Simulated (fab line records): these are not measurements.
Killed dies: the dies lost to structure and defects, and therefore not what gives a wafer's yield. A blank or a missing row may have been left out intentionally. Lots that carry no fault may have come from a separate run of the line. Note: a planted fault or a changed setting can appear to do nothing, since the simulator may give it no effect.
Which tool did it? -- flow ritCmos -- 45 wafers from 15 lots sampled at 4 of the route's 202 steps

== WHAT THE GAUGES READ, wafer by wafer ==
RIT_ACTIVE_THK_MEAS_02. Usual: ACTIVE_OXIDE_THK typically reads 45.4 nm, with standard deviation 0.76.
lot,measured,on,ACTIVE_OXIDE_THK (nm),flag
L501,day 1 12:04,filmMetro-03,46.4 46.3 46.2,
L503,day 1 22:04,filmMetro-03,44.8 44.7 45.7,
L505,day 2 08:03,filmMetro-01,45.3 45.5 45.8,
L506,day 2 13:03,filmMetro-02,45.4 46.0 44.9,
L507,day 2 19:32,filmMetro-03,45.0 45.9 45.1,
L509,day 3 04:03,filmMetro-01,46.6 46.1 46.7,
L510,day 3 09:04,filmMetro-03,45.9 47.2 47.3,
L511,day 3 14:03,filmMetro-01,45.4 45.9 45.8,
L512,day 3 19:04,filmMetro-02,44.7 44.2 45.1,
L513,day 4 00:35,filmMetro-01,46.6 46.6 46.1,
L514,day 4 05:28,filmMetro-03,44.9 44.2 44.4,
L517,day 4 20:04,filmMetro-03,45.4 45.7 45.4,
L518,day 5 01:03,filmMetro-03,45.5 45.3 45.1,
L519,day 5 08:01,filmMetro-02,46.3 45.6 45.4,
L524,day 6 07:03,filmMetro-01,44.5 45.3 45.1,

RIT_FOX2_THK_MEAS_01. Usual: FOX2_OXIDE_THK typically reads 354 nm, with standard deviation 5.6.
lot,measured,on,FOX2_OXIDE_THK (nm),flag
L501,day 1 19:03,filmMetro-02,365 356 356,
L503,day 2 05:43,filmMetro-01,352 350 346,
L505,day 2 14:27,filmMetro-01,360 361 356,
L506,day 2 23:24,filmMetro-02,360 361 357,
L507,day 3 01:55,filmMetro-04,353 358 357,
L509,day 3 11:38,filmMetro-01,357 362 355,
L510,day 3 15:30,filmMetro-04,358 362 359,
L511,day 3 20:19,filmMetro-02,366 358 366,
L512,day 4 03:15,filmMetro-04,349 347 348,
L513,day 4 06:50,filmMetro-04,358 352 354,
L514,day 4 11:52,filmMetro-04,359 356 357,
L517,day 5 02:46,filmMetro-04,345 348 353,
L518,day 5 10:23,filmMetro-02,348 343 349,
L519,day 5 14:38,filmMetro-01,351 354 355,
L524,day 6 16:19,filmMetro-02,346 346 355,

RIT_PLDD_TW_MEAS_10. Usual: PLDD_TW typically reads 2334, with standard deviation 12.
lot,measured,on,PLDD_TW,flag
L501,day 2 19:41,filmMetro-01,2337 2325 2327,
L503,day 3 07:48,filmMetro-01,2343 2343 2342,
L505,day 3 15:26,filmMetro-03,2335 2319 2328,
L506,day 4 01:30,filmMetro-03,2319 2315 2337,
L507,day 4 02:40,filmMetro-03,2327 2333 2336,
L509,day 4 13:31,filmMetro-02,2327 2319 2334,
L510,day 4 15:40,filmMetro-01,2321 2332 2329,
L511,day 4 22:00,filmMetro-02,2327 2330 2325,
L512,day 5 03:04,filmMetro-02,2347 2342 2366,
L513,day 5 08:50,filmMetro-01,2358 2357 2354,
L514,day 5 17:28,filmMetro-02,2345 2340 2355,
L524,day 7 17:31,filmMetro-01,2331 2328 2324,

== WHAT TOOL EACH LOT RAN ON (gives the tool, then ch and the chambers of the sampled wafers, and finally the start) ==
lot,RIT_WELLDRIVE_ANNEAL_00
L501,"furnace-04 ch 0, day 1 23:17"
L503,"furnace-04 ch 0, day 2 09:50"
L505,"furnace-04 ch 0, day 2 19:23"
L506,"furnace-04 ch 0, day 3 04:03"
L507,"furnace-01 ch 0, day 3 05:56"
L509,"furnace-01 ch 0, day 3 15:48"
L510,"furnace-04 ch 0, day 3 19:38"
L511,"furnace-01 ch 0, day 4 01:00"
L512,"furnace-01 ch 0, day 4 07:19"
L513,"furnace-04 ch 0, day 4 11:08"
L514,"furnace-03 ch 0, day 4 16:19"
L517,"furnace-01, day 5 07:34"
L518,"furnace-01, day 5 14:36"
L519,"furnace-04, day 5 18:53"
L524,"furnace-03 ch 0, day 6 20:29"
- RIT_WELLDRIVE_ANNEAL_00: time 14700 s.

== WHAT THE TOOLS THEMSELVES READ (means of the sampled wafers that have a number; where no wafer has one, the mark that the record gives instead) ==
RIT_WELLDRIVE_ANNEAL_00. Usual: runLengthS 18265 s, standard deviation 4; spikeTcCentreC 1103.0 C, standard deviation 1.1; tube_center_temp_C_max 1102.8, standard deviation 0.42; zonePowerCentrePct 53 %, standard deviation 4.9.
lot,tool,runLengthS (s),spikeTcCentreC (C),tube_center_temp_C_max,zonePowerCentrePct (%),flag
L501,furnace-04,18268,1102.7,1102.6,58,
L503,furnace-04,18261,1102.9,1103.0,59,
L505,furnace-04,18268,1101.8,1102.4,59,
L506,furnace-04,18262,1102.4,1102.6,58,
L507,furnace-01,18269,1103.1,1102.8,49,
L509,furnace-01,18261,1102.5,1102.3,48,
L510,furnace-04,18273,1102.5,1102.8,60,
L511,furnace-01,18266,1103.5,1102.7,48,
L512,furnace-01,18274,1102.7,1103.4,49,
L513,furnace-04,18270,1102.2,1103.1,59,
L514,furnace-03,18266,1103.5,1102.8,50,
L517,furnace-01,-,-,-,-,OFF
L518,furnace-01,-,-,-,-,OFF
L519,furnace-04,-,-,-,-,OFF
L524,furnace-03,18260,1104.7,1103.1,50,

== THE ANSWER, worked out from the rows above alone ==
Rule: take the mean of a lot's wafers that have a number; if it is more than 3 standard deviations from the usual mean, the lot is off. Also off: a lot with no number at a reading for which 4 or more lots have one. Any other lot the step has rows for is counted as sound. The gauges are gone through in route order, then the tools' own readings, and for those a lot's mean is taken as printed above. The first step at which some lot is off is used, and at that step the reading that is off furthest; a lot without a number counts as furthest.
Off, at RIT_WELLDRIVE_ANNEAL_00 on runLengthS: L517, L518, L519. Without a number there: L517, L518, L519.
If a tool, at that step or one of the process steps before it, ran each lot that is off and ran no sound lot following the first of them, it fits. Not one of the candidates tried fits.

== WHAT WAS PUT IN BY THE SIMULATOR ==
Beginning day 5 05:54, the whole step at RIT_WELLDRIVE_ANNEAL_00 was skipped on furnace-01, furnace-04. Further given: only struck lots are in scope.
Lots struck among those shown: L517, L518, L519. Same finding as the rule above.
